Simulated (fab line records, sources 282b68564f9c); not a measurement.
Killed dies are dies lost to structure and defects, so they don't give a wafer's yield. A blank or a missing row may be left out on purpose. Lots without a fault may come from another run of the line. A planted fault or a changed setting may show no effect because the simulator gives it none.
fab line records | flow rit_cmos
record lots=14 wafers=42 last_day=7
route steps=202 shown NRETRO@61 M1@202
lots that met no fault: from a run of the same line without faults
start_h: hours from the record's first day to the start of the lot's first wafer shown | wait_h: hours since the lot's step before | " the same as in the row above | L1.1+2: a row that stands for several wafers | - no value, or no start given | * or withheld: withheld | < > ~ a bound
route shown NAME@n: a module of which the file shows steps, and the number in the route of the first | usual: mean/standard deviation of fault-free wafers | same: alike in all rows | chamber/n: place in a boat | sites: the reading at each site | _std_site: their standard deviation | _edge_site: outer sites' mean less inner sites' | radius_mm: how far each site lies from the wafer's centre | mask NAME#n: copy n | behind: the tool/chamber that last shaped the wafer | hold: why the lot was held/for how many hours/how that ended | device: the transistor (n, p or np) that didn't switch | end of line: the same wafers' tests at the end of the route | a step without rows: its recipe alone | killed: dies lost to structure and defects at the first sort, not the wafer's yield | map: a wafer's dies, x killed, . not, _ none there
set.NAME: the setting as run; set.NAME@STEP: as run at that earlier step | model.NAME: the simulator's own value behind a step, which no gauge read
steps of the route over a sample of lots; a table a step, a row a wafer
services: from which hour (start_h, from the record's first day; less than 0 if before it) a tool's chamber was out of use, for how many hours, and why
## steps
# step RIT_NRETRO_IMPLANT_08
# recipe species=P energy_kev=70 dose_cm2=1e+13 tilt_deg=7
# usual beam_energy_keV=69.995/0.024 end_station_pressure_torr=4.99e-06/2.8e-07
# columns lot.wafer tool chamber start_h wait_h beam_energy_keV end_station_pressure_torr
L645.2 implanter-03 0 29.80 0.2 69.970 5.32e-06
L645.3 " 0 " " 69.971 4.97e-06
L645.5 " 0 " " 69.990 5.03e-06
L646.4 implanter-02 0 34.66 0.2 69.956 4.75e-06
L646.5 " 0 " " 69.926 4.69e-06
L646.6 " 0 " " 69.946 4.92e-06
L648.2 implanter-04 0 45.39 0.2 69.986 4.81e-06
L648.3 " 0 " " 69.990 4.32e-06
L648.5 " 0 " " 70.001 4.69e-06
L649.1 implanter-04 0 49.70 0.2 70.017 5.29e-06
L649.4 " 0 " " 70.011 5.01e-06
L649.6 " 0 " " 70.041 5.21e-06
L650.2 implanter-02 0 54.41 0.2 70.007 5.04e-06
L650.3 " 0 " " 69.998 5.22e-06
L650.4 " 0 " " 70.002 4.52e-06
L651.2 implanter-04 0 59.11 0.2 70.020 4.97e-06
L651.3 " 0 " " 69.988 5.1e-06
L651.4 " 0 " " 70.026 4.39e-06
L651.2 implanter-04 0 59.43 0.3 70.044 4.55e-06
L651.3 " 0 " " 70.011 4.89e-06
L651.4 " 0 " " 69.997 5.14e-06
L652.1 implanter-03 0 64.56 0.2 70.009 5.02e-06
L652.3 " 0 " " 69.997 5.12e-06
L652.6 " 0 " " 69.998 4.49e-06
L652.1 implanter-03 0 64.87 0.3 70.008 4.76e-06
L652.3 " 0 " " 69.979 5.42e-06
L652.6 " 0 " " 70.026 4.4e-06
L653.4 implanter-04 0 70.19 0.2 69.950 5.2e-06
L653.5 " 0 " " 69.999 4.96e-06
L653.6 " 0 " " 69.951 4.89e-06
L658.3 implanter-03 0 95.24 0.2 69.980 4.8e-06
L658.5 " 0 " " 70.004 5.09e-06
L658.6 " 0 " " 69.978 5.22e-06
L662.1 implanter-04 0 116.29 0.2 69.998 5.25e-06
L662.3 " 0 " " 69.993 4.73e-06
L662.6 " 0 " " 69.997 5.03e-06
L663.3 implanter-03 0 120.51 0.2 70.001 4.82e-06
L663.4 " 0 " " 70.040 4.72e-06
L663.6 " 0 " " 70.032 5.04e-06
L664.3 implanter-04 0 125.96 0.2 69.986 4.74e-06
L664.5 " 0 " " 70.008 5.12e-06
L664.6 " 0 " " 70.014 4.93e-06
L665.1 implanter-03 0 130.69 0.2 70.000 4.44e-06
L665.3 " 0 " " 70.005 5.17e-06
L665.4 " 0 " " 70.047 4.92e-06
L668.1 implanter-04 0 145.78 0.2 69.973 4.72e-06
L668.2 " 0 " " 69.985 4.88e-06
L668.6 " 0 " " 69.996 4.88e-06
# step RIT_NRETRO_TW_MEAS_10
# usual NRETRO_TW=1042/6.3
# columns lot.wafer tool chamber start_h wait_h NRETRO_TW
L645.2 film_metro-03 - 30.11 0.1 1055
L645.3 " - " " 1054
L645.5 " - " " 1050
L646.4 film_metro-04 - 34.94 0.1 1046
L646.5 " - " " 1053
L646.6 " - " " 1046
L648.2 film_metro-04 - 45.70 0.1 1046
L648.3 " - " " 1046
L648.5 " - " " 1050
L649.1 film_metro-03 - 50.03 0.1 1052
L649.4 " - " " 1047
L649.6 " - " " 1048
L650.2 film_metro-04 - 54.72 0.1 1027
L650.3 " - " " 1032
L650.4 " - " " 1033
L651.2 film_metro-04 - 59.74 0.1 1283
L651.3 " - " " 1290
L651.4 " - " " 1289
L651.2 film_metro-04 - 60.13 0.4 1289
L651.3 " - " " 1290
L651.4 " - " " 1288
L652.1 film_metro-02 - 65.20 0.1 1291
L652.3 " - " " 1295
L652.6 " - " " 1294
L652.1 film_metro-02 - 65.42 0.2 1293
L652.3 " - " " 1295
L652.6 " - " " 1299
L653.4 film_metro-02 - 70.47 0.1 1046
L653.5 " - " " 1040
L653.6 " - " " 1036
L658.3 film_metro-02 - 95.54 0.1 1038
L658.5 " - " " 1031
L658.6 " - " " 1041
L662.1 film_metro-04 - 116.62 0.1 1041
L662.3 " - " " 1042
L662.6 " - " " 1040
L663.3 film_metro-03 - 120.81 0.1 1052
L663.4 " - " " 1049
L663.6 " - " " 1049
L664.3 film_metro-04 - 126.25 0.1 1036
L664.5 " - " " 1038
L664.6 " - " " 1043
L665.1 film_metro-02 - 131.01 0.1 1041
L665.3 " - " " 1040
L665.4 " - " " 1045
L668.1 film_metro-04 - 146.10 0.1 1038
L668.2 " - " " 1038
L668.6 " - " " 1032
# step RIT_M1_PROBE_99
# usual killed_at_M0_to_M3=0.0/0.16 killed_at_contacts=0.1/0.3 killed_at_front_end=7.1/3 killed_dies=7.3/3 killed_open=3.6/2 killed_short=3.5/1.9
# same gross_dies=264 killed_at_M4_up=0 killed_at_back_side=0 killed_at_other=0
# columns lot.wafer tool chamber start_h wait_h killed_at_M0_to_M3 killed_at_contacts killed_at_front_end killed_dies killed_open killed_short
L651.2 prober-01 - 90.33 0.1 0 0 6 6 1 5
L651.3 prober-01 - 90.38 0.2 0 0 8 8 5 3
L651.4 prober-01 - 90.43 0.2 0 0 3 3 1 2
L652.1 prober-02 - 99.27 0.1 0 0 7 7 4 3
L652.3 prober-02 - 99.37 0.2 0 0 6 6 2 4
L652.6 prober-02 - 99.52 0.2 0 0 7 7 4 3
# killed by level:class
L651.2 GATE:geometric_particle:short=4 FOX1:geometric_particle:short=1 GATE:geometric_particle:open=1
L651.3 GATE:geometric_particle:short=2 REOX:geometric_particle:open=2 FOX1:geometric_particle:open=1 GATE:geometric_particle:open=1 REOX:geometric_particle:short=1 SILICIDE:geometric_particle:open=1
L651.4 GATE:geometric_particle:short=2 GATE:geometric_particle:open=1
L652.1 REOX:geometric_particle:open=2 FOX1:geometric_particle:short=1 FOX2:geometric_particle:short=1 GATE:geometric_particle:short=1 GATE:geometric_particle:open=1 SILICIDE:geometric_particle:open=1
L652.3 REOX:geometric_particle:short=2 SPACER:geometric_particle:short=2 FOX1:geometric_particle:open=1 GATE:geometric_particle:open=1
L652.6 SPACER:geometric_particle:open=2 FOX2:geometric_particle:open=1 FOX2:geometric_particle:short=1 GATE:geometric_particle:open=1 GATE:geometric_particle:short=1 REOX:geometric_particle:short=1
## services
# columns tool chamber start_h hours kind
implanter-02 - 10.29 3.3 repair
implanter-02 - 40.80 2.6 repair
## key
first_sign step=RIT_NRETRO_IMPLANT_08 reading=visit direction=added
effect step=RIT_NRETRO_TW_MEAS_10 reading=visit direction=added
effect step=RIT_NRETRO_TW_MEAS_10 reading=NRETRO_TW direction=up sigmas=39 usual=1042 struck=1290
met_at RIT_NRETRO_IMPLANT_08
struck_lots L651,L652
tester_left_out L651,L652
fault kind=repeated_step_whole tool=implanter-02,implanter-03,implanter-04 chamber=- onset_h=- steps=RIT_NRETRO_IMPLANT_08 times=1 scope=struck_lots_only
# tester_left_out: of these lots the tester's yield and bins aren't shown, on N5 and GAA mostly nor the transistor test; their killed dies are dies lost to structure and defects alone, not to doping, threshold or leakage, so they don't give the yield
